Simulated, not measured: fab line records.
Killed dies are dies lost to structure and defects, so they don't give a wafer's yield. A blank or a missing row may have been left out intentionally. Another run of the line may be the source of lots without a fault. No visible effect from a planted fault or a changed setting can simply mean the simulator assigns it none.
Split-lot trial + flow berkeley_cmos170 + 5 lots, 23 wafers read, on a route of 331 steps

THE SPLIT ITSELF
At UCB170_PWELL_OXIDATION_02 (target thk 26.4 nm, ox time 1260 s), the setting ox_time_s was moved away from the recipe's 1260 s on 15 of the 23 wafers read, by -8.5% to +10.6%. This setting was run at the recipe's value on the other wafers.

The split's own step is where the reading is taken.

THE READING
SiO2_of_PWELL_OXIDATION_02.thk_nm (the simulator's own value, which no gauge read), in nm, at UCB170_PWELL_OXIDATION_02 (target thk 26.4 nm, ox time 1260 s). The file does not state a usual value for it. The 8 wafers here that ran the recipe average 25.89 nm, standard deviation 0.16 nm.

| wafer  | tool, chamber at the split | ox_time_s as run, s | against the recipe | SiO2_of_PWELL_OXIDATION_02.thk_nm, nm | against lot-mates on the recipe |
|--------|----------------------------|---------------------|--------------------|---------------------------------------|---------------------------------|
| L075.2 | -, -                       | 1153                | -8.5%              | 25.61                                 | no lot-mate on the recipe       |
| L075.3 | -, -                       | 1153                | -8.5%              | 25.32                                 | no lot-mate on the recipe       |
| L075.4 | -, -                       | 1153                | -8.5%              | 25.81                                 | no lot-mate on the recipe       |
| L075.5 | -, -                       | 1153                | -8.5%              | 25.82                                 | no lot-mate on the recipe       |
| L075.6 | -, -                       | 1153                | -8.5%              | 25.36                                 | no lot-mate on the recipe       |
| L081.1 | -, -                       | 1179                | -6.4%              | 25.4                                  | no lot-mate on the recipe       |
| L081.2 | -, -                       | 1179                | -6.4%              | 25.51                                 | no lot-mate on the recipe       |
| L081.3 | -, -                       | 1179                | -6.4%              | 25.04                                 | no lot-mate on the recipe       |
| L081.4 | -, -                       | 1179                | -6.4%              | 25.23                                 | no lot-mate on the recipe       |
| L081.5 | -, -                       | 1179                | -6.4%              | 25.43                                 | no lot-mate on the recipe       |
| L080.2 | -, -                       | 1393                | +10.6%             | 26.71                                 | no lot-mate on the recipe       |
| L080.3 | -, -                       | 1393                | +10.6%             | 26.83                                 | no lot-mate on the recipe       |
| L080.4 | -, -                       | 1393                | +10.6%             | 27.35                                 | no lot-mate on the recipe       |
| L080.5 | -, -                       | 1393                | +10.6%             | 27.15                                 | no lot-mate on the recipe       |
| L080.6 | -, -                       | 1393                | +10.6%             | 26.9                                  | no lot-mate on the recipe       |
| L084.1 | furnace-01, 0              | 1260                | recipe             | 25.96                                 | -                               |
| L084.4 | furnace-01, 0              | 1260                | recipe             | 25.76                                 | -                               |
| L084.5 | furnace-01, 0              | 1260                | recipe             | 26.16                                 | -                               |
| L085.1 | -, -                       | 1260                | recipe             | 25.58                                 | -                               |
| L085.2 | -, -                       | 1260                | recipe             | 25.98                                 | -                               |
| L085.3 | -, -                       | 1260                | recipe             | 25.97                                 | -                               |
| L085.4 | -, -                       | 1260                | recipe             | 25.84                                 | -                               |
| L085.6 | -, -                       | 1260                | recipe             | 25.9                                  | -                               |

FIT RESULTS
A straight line over all 23 wafers: SiO2_of_PWELL_OXIDATION_02.thk_nm changes by +0.0818 nm for each +1% of ox_time_s; r = +0.91; the points scatter about the line by 0.27 nm.
Too few moved wafers have a lot-mate on the recipe to fit a line with each lot's own level taken away.

FILE'S OWN FIT
SiO2_of_PWELL_OXIDATION_02.thk_nm changes by +0.0818 nm for each +1% of ox_time_s, r = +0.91.
